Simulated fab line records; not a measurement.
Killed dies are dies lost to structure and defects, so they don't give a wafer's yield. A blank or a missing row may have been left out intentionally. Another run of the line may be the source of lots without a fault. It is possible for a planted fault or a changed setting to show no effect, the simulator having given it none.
Problem report, 8D (eight disciplines) form, completed by code	flow rit_cmos	the parts of the form that need people (team, actions taken, sign-off) are left out

## 1. THE ISSUE
RIT_CONTACT_EXPOSE_05, exposure_dose_mJ_cm2: mean 247.92 on 3 wafers (1 lot); fault-free wafers 250.56, standard deviation 0.25. Relative to the usual mean, that is a shift of -11 standard deviations.
The step: exposes mask M11, target cd 1000 nm.
Earliest sighting: wafer L387.3 on iline_stepper-01 at day 5 02:37. The record has a number at this step for 39 wafers belonging to 13 lots. The rule behind "out" and "out of limits": a value lying over 4 standard deviations away from the usual mean. Any other wafer with a number is counted as sound.

## 2. WHAT IT IS; WHAT IT IS NOT
question	is	is not
which readings at this step	exposure_dose_mJ_cm2	-
which lots	L387	L378, L379, L381, L384, L393, L394, L396, L397, L398, L399, L400, L401
which wafers of those lots	all that have a number	-
read on which tools	iline_stepper-01	iline_stepper-02
when	from day 5 02:37	up to then (12 sound wafers); but 24 sound wafers of L393, L394, L396, L397, L398, L399, L400, L401 came after

## 3. SUSPECTS, AND WHAT RULES EACH OUT
Counting: a tool stays on the suspect list if, at a process step up to the reading, it processed all lots that are out and no sound lot following the first of them.
- plasma_asher-04 at RIT_NRETRO_STRIP_09 (strips in O2, time 180 s): ruled out as a lasting fault. Following L387 (day 4 04:32), the first lot on it that is out, the sound lots L393, L394, L398, L400 were run on it.
- iline_stepper-01 at RIT_CONTACT_EXPOSE_05 (exposes mask M11, target cd 1000 nm): ruled out as a lasting fault. Following L387 (day 5 02:37), the first lot on it that is out, the sound lots L399, L401 were run on it.
Left after counting: nothing in the record.

## 4. THE CAUSE (what the simulator had put in)
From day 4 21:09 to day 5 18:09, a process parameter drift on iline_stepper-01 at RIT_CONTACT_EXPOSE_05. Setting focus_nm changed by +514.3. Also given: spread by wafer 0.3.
Counting ruled it out, wrongly.

## 5. THE CHAIN OF EFFECTS, in route order
Rows list readings where the struck wafers' mean (over those with a number) sits beyond 3 standard deviations from the usual. Only readings for which the record gives a usual standard deviation are gone through. hours: the time from each lot's start at the first step in this table that gives one to its start at this step, as a median over the lots. sigmas: the change in usual standard deviations.
hours	step	reading	usual	on struck wafers	change	sigmas
0	RIT_CONTACT_EXPOSE_05	exposure_dose_mJ_cm2	250.56	247.92	-2.64	-11
Its process steps:
- RIT_CONTACT_EXPOSE_05: exposes mask M11, target cd 1000 nm.

## 6. HOW IT WOULD HAVE BEEN CAUGHT EARLIER
5 hours passed between the start of the fault at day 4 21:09 and the first reading out of limits in this record, taken at day 5 02:37.
